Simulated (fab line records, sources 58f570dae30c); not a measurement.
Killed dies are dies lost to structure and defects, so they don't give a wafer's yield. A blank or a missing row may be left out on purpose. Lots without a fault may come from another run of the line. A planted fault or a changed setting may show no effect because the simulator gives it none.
Chamber matching | flow berkeley_cmos170 | UCB170_GATE_ETCH_15 on rie_si-01: 4 sister chambers
The step etches poly-Si in HBr/Cl2, stops on SiO2, time 56.3 s, target depth 278.2 nm. 15 wafers are shown with their chamber, then 7 later ones without.

WAFERS WITH THEIR CHAMBER
wafer  | chamber | throttle_valve_pct (%) | drypump_motor_current_A (A) | oes_product_au (a.u.)
L862.2 | 0       | 26.41                  | 5.57                        | 0.824
L862.3 | 3       | 26.45                  | 6.21                        | 0.828
L862.6 | 1       | 26.85                  | 6.14                        | 0.826
L863.3 | 3       | 26.46                  | 6.23                        | 0.831
L863.5 | 2       | 26.92                  | 5.78                        | 0.829
L863.6 | 1       | 26.85                  | 6.14                        | 0.831
L864.1 | 0       | 26.42                  | 5.61                        | 0.813
L864.2 | 2       | 26.89                  | 5.78                        | 0.826
L864.5 | 3       | 26.46                  | 6.24                        | 0.831
L866.2 | 0       | 26.40                  | 5.57                        | 0.823
L866.3 | 1       | 26.83                  | 6.18                        | 0.837
L866.6 | 2       | 26.93                  | 5.80                        | 0.826
L868.1 | 1       | 26.85                  | 6.14                        | 0.834
L868.2 | 3       | 26.47                  | 6.23                        | 0.837
L868.6 | 0       | 26.42                  | 5.58                        | 0.821

SIGNATURES (means of the wafers above)
reading                 | chamber 0 | chamber 1 | chamber 2 | chamber 3 | scatter within a chamber
throttle_valve_pct      | 26.4125   | 26.8450   | 26.9133   | 26.4600   | 0.0122
drypump_motor_current_A | 5.5825    | 6.1500    | 5.7867    | 6.2275    | 0.0166
oes_product_au          | 0.82025   | 0.83200   | 0.82700   | 0.83175   | 0.00415
Rule: a wafer's distance from a chamber is the root of the sum, over the readings, of the square of ((its reading less the chamber's mean) divided by the reading's scatter). The wafer belongs to the nearest chamber; if the next one is less than 2 further off, it can't be placed. The scatter: the root of (the sum of the squares of (reading less its chamber's mean) over the shown wafers, divided by (wafers less chambers)).

WAFERS WITHOUT THEIR CHAMBER
wafer  | throttle_valve_pct (%) | drypump_motor_current_A (A) | oes_product_au (a.u.)
L869.3 | 26.85                  | 6.15                        | 0.828
L869.5 | 26.92                  | 5.79                        | 0.826
L869.6 | 26.44                  | 6.28                        | 0.820
L874.1 | 26.93                  | 5.77                        | 0.844
L874.5 | 26.41                  | 5.57                        | 0.820
L874.6 | 26.46                  | 6.27                        | 0.823
L879.1 | 26.42                  | 5.59                        | 0.874

WHICH CHAMBER EACH WENT THROUGH
wafer  | from the rows above | in truth
L869.3 | 1                   | 1
L869.5 | 2                   | 2
L869.6 | 3                   | 3
L874.1 | 2                   | 2
L874.5 | 0                   | 0
L874.6 | 3                   | 3
L879.1 | 0                   | 0
Placed correctly: 7 of 7. Can't be placed from these rows: 0. Placed wrongly: 0.
